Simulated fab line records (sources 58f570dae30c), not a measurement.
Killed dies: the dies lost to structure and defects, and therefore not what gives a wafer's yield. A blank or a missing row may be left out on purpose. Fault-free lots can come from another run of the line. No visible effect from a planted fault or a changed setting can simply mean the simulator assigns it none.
Which of the tools did it? | flow berkeley cmos170 | 14 lots with 42 wafers sampled at 5 steps, on a route of 331 steps

## WHAT THE GAUGES SHOWED, per wafer
UCB170_START_BOW_MEAS_00. Usual: INCOMING_BOW 0 um, standard deviation 7.
lot  | measured    | on            | INCOMING_BOW (um) | flag
L148 | day 1 15:02 | film metro-01 | -2 1 -13          |
L149 | day 1 20:00 | film metro-01 | 1 2 10            |
L150 | day 2 01:00 | film metro-02 | -2 -2 6           |
L153 | day 2 16:02 | film metro-01 | 0 2 6             |
L154 | day 2 21:01 | film metro-01 | 4 -5 -7           |
L155 | day 3 02:00 | film metro-02 | -4 -1 7           |
L156 | day 3 07:01 | film metro-04 | 7 6 -11           |
L157 | day 3 12:02 | film metro-04 | 0 12 0            |
L162 | day 4 13:00 | film metro-02 | 15 -1 0           |
L164 | day 4 23:00 | film metro-01 | 0 4 8             |
L165 | day 5 04:01 | film metro-02 | 2 6 -2            |
L168 | day 5 19:00 | film metro-01 | 0 -1 -4           |
L169 | day 6 00:00 | film metro-01 | 12 -6 15          |
L170 | day 6 05:01 | film metro-01 | -4 2 -6           |

UCB170_ACTIVE_CD_MEAS_13: the cd target is 1200 nm. Usual: cd nm at 1199.7 nm, with a standard deviation of 1.2.
lot  | measured    | on        | cd nm (nm)           | flag
L148 | day 5 06:59 | cd sem-01 | 1199.0 1199.3 1198.9 |
L149 | day 5 11:13 | cd sem-02 | 1199.8 1201.0 1200.1 |
L150 | day 5 10:56 | cd sem-01 | 1199.2 1200.2 1199.9 |
L153 | day 6 07:05 | cd sem-02 | 1200.1 1200.2 1201.7 |
L154 | day 6 07:10 | cd sem-01 | 1200.1 1199.8 1200.9 |
L155 | day 6 06:53 | cd sem-01 | 1199.2 1200.0 1198.9 |
L156 | day 6 13:09 | cd sem-02 | 1201.8 1201.4 1201.9 |
L157 | day 6 13:22 | cd sem-01 | 1199.8 1198.1 1199.6 |
L162 | day 6 22:41 | cd sem-02 | 1200.3 1200.1 1200.3 |
L164 | day 7 04:58 | cd sem-02 | 1198.2 1198.1 1199.2 |
L165 | day 7 18:48 | cd sem-02 | 1198.7 1199.7 1199.1 |
L168 | day 8 14:20 | cd sem-01 | 1200.4 1199.2 1199.1 |
L169 | day 9 00:23 | cd sem-01 | 1200.1 1198.9 1199.8 |
L170 | day 9 08:31 | cd sem-02 | 1197.0 1197.0 1198.7 |

UCB170_PLDD_TW_MEAS_11. Usual: PLDD_TW 1012, standard deviation 6.5.
lot  | measured     | on            | PLDD_TW        | flag
L148 | day 7 04:10  | film metro-04 | 1003 1007 1004 |
L149 | day 7 03:19  | film metro-01 | 1016 1016 1020 |
L150 | day 7 03:54  | film metro-01 | 1021 1017 1023 |
L153 | day 8 11:15  | film metro-02 | 1008 1006 1005 |
L154 | day 8 11:13  | film metro-01 | 964 966 960    | OFF
L155 | day 8 10:07  | film metro-02 | 1004 1007 1010 |
L156 | day 8 10:56  | film metro-02 | 1006 1009 1006 |
L157 | day 8 10:24  | film metro-01 | 963 964 963    | OFF
L162 | day 9 12:37  | film metro-02 | 1010 1011 1011 |
L164 | day 9 21:08  | film metro-01 | 1012 1017 1014 |
L165 | day 10 01:56 | film metro-02 | 1008 1007 1011 |
L168 | day 10 19:40 | film metro-02 | 1012 1008 1007 |
L169 | day 11 04:06 | film metro-04 | 1007 1002 1007 |
L170 | day 11 13:22 | film metro-02 | 1008 1012 1006 |

UCB170_SDANNEAL_RS_MEAS_04: a four-point-probe measurement. Usual: PLDD_RS 1032 ohm/sq, standard deviation 3.
lot  | measured     | on            | PLDD_RS (ohm/sq) | flag
L148 | day 7 22:19  | film metro-04 | 1031 1028 1035   |
L149 | day 7 21:05  | film metro-02 | 1030 1032 1033   |
L150 | day 7 21:55  | film metro-01 | 1032 1030 1032   |
L153 | day 9 11:46  | film metro-04 | 1036 1032 1031   |
L154 | day 9 11:24  | film metro-02 | 1045 1046 1046   | OFF
L155 | day 9 11:23  | film metro-01 | 1038 1038 1036   |
L156 | day 9 11:16  | film metro-04 | 1030 1035 1035   |
L157 | day 9 12:26  | film metro-04 | 1052 1051 1052   | OFF
L162 | day 10 01:15 | film metro-04 | 1032 1031 1031   |
L164 | day 10 07:33 | film metro-02 | 1034 1030 1032   |
L165 | day 10 18:25 | film metro-01 | 1035 1031 1033   |
L168 | day 11 08:31 | film metro-01 | 1033 1034 1032   |
L169 | day 11 17:55 | film metro-01 | 1035 1033 1034   |
L170 | day 12 00:30 | film metro-02 | 1033 1034 1034   |

## WHICH TOOL RAN EACH LOT (tool, then ch and the chambers of the sampled wafers, then the start)
lot  | UCB170_PLDD_IMPLANT_08
L148 | implanter-04 ch 0, day 7 03:47
L149 | implanter-04 ch 0, day 7 02:55
L150 | implanter-02 ch 0, day 7 03:30
L153 | implanter-01 ch 0, day 8 10:53
L154 | implanter-02 ch 0, day 8 10:50
L155 | implanter-04 ch 0, day 8 09:43
L156 | implanter-01 ch 0, day 8 10:34
L157 | implanter-02 ch 0, day 8 10:02
L162 | implanter-04 ch 0, day 9 12:13
L164 | implanter-01 ch 0, day 9 20:44
L165 | implanter-01 ch 0, day 10 01:33
L168 | implanter-04 ch 0, day 10 19:16
L169 | implanter-02 ch 0, day 11 03:42
L170 | implanter-04 ch 0, day 11 12:58
- UCB170_PLDD_IMPLANT_08

## AS READ BY THE TOOLS THEMSELVES (means over the sampled wafers that have a number; for cases with no such wafer, the mark the record gives instead)
UCB170_PLDD_IMPLANT_08. Usual: beam energy keV 9.9997, standard deviation 0.0029; beam on s 10.02 s, standard deviation 0.19; dose ions cm2 5e+13, standard deviation 5.3e+10; faraday current uA 158.1, standard deviation 2.9.
lot  | tool         | beam energy keV | beam on s (s) | dose ions cm2 | faraday current uA | flag
L148 | implanter-04 | 10.0010         | 9.84          | 5e+13         | 160.5              |
L149 | implanter-04 | 9.9976          | 9.95          | 5e+13         | 158.9              |
L150 | implanter-02 | 10.0012         | 9.98          | 5e+13         | 158.5              |
L153 | implanter-01 | 9.9976          | 10.08         | 5e+13         | 157.5              |
L154 | implanter-02 | 6.5011          | 16.06         | 5e+13         | 98.6               | OFF
L155 | implanter-04 | 10.0010         | 10.10         | 5e+13         | 156.8              |
L156 | implanter-01 | 10.0027         | 10.00         | 5e+13         | 158.7              |
L157 | implanter-02 | 6.4938          | 15.82         | 5e+13         | 100.3              | OFF
L162 | implanter-04 | 10.0009         | 10.19         | 5e+13         | 155.3              |
L164 | implanter-01 | 9.9992          | 9.90          | 5e+13         | 159.7              |
L165 | implanter-01 | 10.0030         | 10.07         | 5e+13         | 157.7              |
L168 | implanter-04 | 9.9994          | 9.93          | 5e+13         | 159.7              |
L169 | implanter-02 | 9.9994          | 10.00         | 5e+13         | 158.9              |
L170 | implanter-04 | 10.0033         | 10.09         | 5e+13         | 157.5              |

## THE ANSWER, worked out from the rows above alone
Rule: a lot is off if the mean of its wafers that have a number lies more than 3 standard deviations from the usual mean. Also off: a lot with no number at a reading for which 4 or more lots have one. The other lots that the step has rows for count as sound. After the gauges, taken in route order, come the tools' own readings; for these a lot's mean is taken, as printed above. At the first step where some lot is off, the reading lying furthest off is the one used; lots without a number count as furthest.
Off: L154, L157, at UCB170_PLDD_TW_MEAS_11 (PLDD_TW).
A tool fits if, at a process step before that reading, it ran every lot that is off, and no sound lot after the first of them. The gauges at UCB170_PLDD_TW_MEAS_11 aren't tried: what is off there is off at UCB170_SDANNEAL_RS_MEAS_04 too, on other tools, and a gauge's error can't cause that. No candidate that was tried fits.

## WHAT HAD BEEN PUT IN BY THE SIMULATOR
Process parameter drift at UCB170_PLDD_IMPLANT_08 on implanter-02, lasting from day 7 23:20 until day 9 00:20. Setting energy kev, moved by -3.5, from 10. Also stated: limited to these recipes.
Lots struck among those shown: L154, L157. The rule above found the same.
